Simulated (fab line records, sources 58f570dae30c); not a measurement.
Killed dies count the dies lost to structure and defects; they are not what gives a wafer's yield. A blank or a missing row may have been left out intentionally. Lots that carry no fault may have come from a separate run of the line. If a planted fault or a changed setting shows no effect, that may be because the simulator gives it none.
Which tool was responsible? -- flow berkeley_cmos170 -- 9 lots, 27 wafers sampled, at 4 steps of a route of 331

WHAT EACH GAUGE READ, for each wafer
UCB170_SDANNEAL_RS_MEAS_04: measures by four-point-probe. Usual: PLDD_RS typically reads 1031.8 ohm/sq, with standard deviation 2.2.
lot,measured,on,PLDD_RS (ohm/sq),flag
L253,day 6 12:05,film_metro-03,1030.5 1029.9 1029.9,
L257,day 7 09:17,film_metro-02,1033.7 1030.9 1033.5,
L259,day 7 12:29,film_metro-03,1031.6 1031.7 1033.5,
L258,day 7 12:09,film_metro-01,1026.6 1030.0 1030.7,
L256,day 7 11:46,film_metro-03,1031.7 1034.3 1032.0,
L269,day 9 15:25,film_metro-03,1031.5 1032.1 1031.3,
L268,day 9 16:07,film_metro-03,1033.0 1030.1 1034.2,
L267,day 9 18:04,film_metro-03,1032.9 1032.3 1031.9,
L275,day 11 09:47,film_metro-01,1031.9 1032.8 1033.5,

UCB170_V1_OVL_MEAS_13. Usual: V1_OVL typically reads 1 nm, with standard deviation 5.7.
lot,measured,on,V1_OVL (nm),flag
L253,day 7 02:55,overlay-02,-3 -6 2,
L257,day 7 23:52,overlay-02,90 88 86,OFF
L259,day 8 04:21,overlay-01,87 82 76,OFF
L258,day 8 04:27,overlay-01,87 77 77,OFF
L256,day 7 23:50,overlay-02,89 89 96,OFF
L269,day 10 07:26,overlay-01,3 0 -8,
L268,day 10 07:45,overlay-01,3 5 -2,
L267,day 10 08:17,overlay-02,4 -3 3,
L275,day 12 02:25,overlay-02,2 -5 3,

WHICH TOOL RAN EACH LOT (tool, then ch and the chambers of the sampled wafers, then the start)
lot,UCB170_PVT_STRIP_08,UCB170_V1_EXPOSE_09
L253,"plasma_asher-01 ch 0,1, day 5 09:36","krf_scanner-01 ch 0, day 7 01:46"
L257,"plasma_asher-02 ch 0,1, day 6 06:04","krf_scanner-02 ch 0, day 7 23:02"
L259,"plasma_asher-02 ch 0,1, day 6 08:27","krf_scanner-02 ch 0, day 8 03:29"
L258,"plasma_asher-01 ch 1, day 6 08:41","krf_scanner-02 ch 0, day 8 03:34"
L256,"plasma_asher-03 ch 0, day 6 08:56","krf_scanner-02 ch 0, day 7 22:56"
L269,"plasma_asher-03 ch 0,1, day 8 07:41","krf_scanner-01 ch 0, day 10 06:46"
L268,"plasma_asher-01 ch 0,1, day 8 08:07","krf_scanner-01 ch 0, day 10 07:17"
L267,"plasma_asher-01 ch 0,1, day 8 14:11","krf_scanner-01 ch 0, day 10 07:47"
L275,"plasma_asher-02 ch 0,1, day 10 01:02","krf_scanner-01 ch 0, day 12 01:28"
- UCB170_PVT_STRIP_08: strips in O2.
- UCB170_V1_EXPOSE_09: exposes mask VIA1, target cd 700 nm.

AS READ BY THE TOOLS THEMSELVES (means over the sampled wafers that have a number; for cases with no such wafer, the mark the record gives instead)
UCB170_PVT_STRIP_08. Usual: drypump_motor_current_A 5.8 A, standard deviation 0.54; oes_product_au 0.734 a.u., standard deviation 0.0044; strip_time_to_endpoint_s 21.61 s, standard deviation 0.084.
lot,tool,drypump_motor_current_A (A),oes_product_au (a.u.),strip_time_to_endpoint_s (s),flag
L253,plasma_asher-01,5.5,0.733,21.60,
L257,plasma_asher-02,6.5,0.731,21.62,
L259,plasma_asher-02,6.6,0.733,21.61,
L258,plasma_asher-01,5.8,0.733,21.50,
L256,plasma_asher-03,5.9,0.733,21.64,
L269,plasma_asher-03,5.7,0.732,21.70,
L268,plasma_asher-01,5.5,0.733,21.67,
L267,plasma_asher-01,5.3,0.733,21.80,
L275,plasma_asher-02,6.6,0.737,21.57,

UCB170_V1_EXPOSE_09. Usual: exposure_dose_mJ_cm2 36.97, standard deviation 0.034; focus_offset_nm -0.1 nm, standard deviation 0.5; reticle_temp_C 22.99 C, standard deviation 0.1.
lot,tool,exposure_dose_mJ_cm2,focus_offset_nm (nm),reticle_temp_C (C),flag
L253,krf_scanner-01,36.98,-0.1,22.99,
L257,krf_scanner-02,36.95,-0.9,23.00,
L259,krf_scanner-02,36.95,0.1,23.01,
L258,krf_scanner-02,36.96,-0.4,23.05,
L256,krf_scanner-02,36.96,-0.6,22.93,
L269,krf_scanner-01,36.99,0.9,22.99,
L268,krf_scanner-01,36.96,0.2,22.90,
L267,krf_scanner-01,36.93,0.3,23.17,
L275,krf_scanner-01,36.96,0.9,23.03,

THE ANSWER, worked out from the rows above alone
Rule: lot off if the mean of its wafers having a number is beyond 3 standard deviations from the usual mean. Also off: a lot with no number at a reading for which 4 or more lots have one. Where the step has rows for the other lots, those lots are counted as sound. First the gauges in route order, then the tools' own readings, where a lot's mean is used as printed above. The first step at which some lot is off is used, and at that step the reading that is off furthest; a lot without a number counts as furthest.
Off: L257, L259, L258, L256, at UCB170_V1_OVL_MEAS_13 (V1_OVL).
A tool fits if, at a process step before that reading, it ran every lot that is off, and no sound lot after the first of them. The gauges at UCB170_V1_OVL_MEAS_13 are tried like those tools. One candidate fits, namely krf_scanner-02 at UCB170_V1_EXPOSE_09. It ran no sound lot before its first lot that is off in this sample, so the start can't be narrowed down.

WHAT HAD BEEN PUT IN BY THE SIMULATOR
Scanner matching overlay: krf_scanner-02, from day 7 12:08 on, at UCB170_V1_EXPOSE_09. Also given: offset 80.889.
Shown lots that were struck: L257, L256, L258, L259. This agrees with what the rule above found.
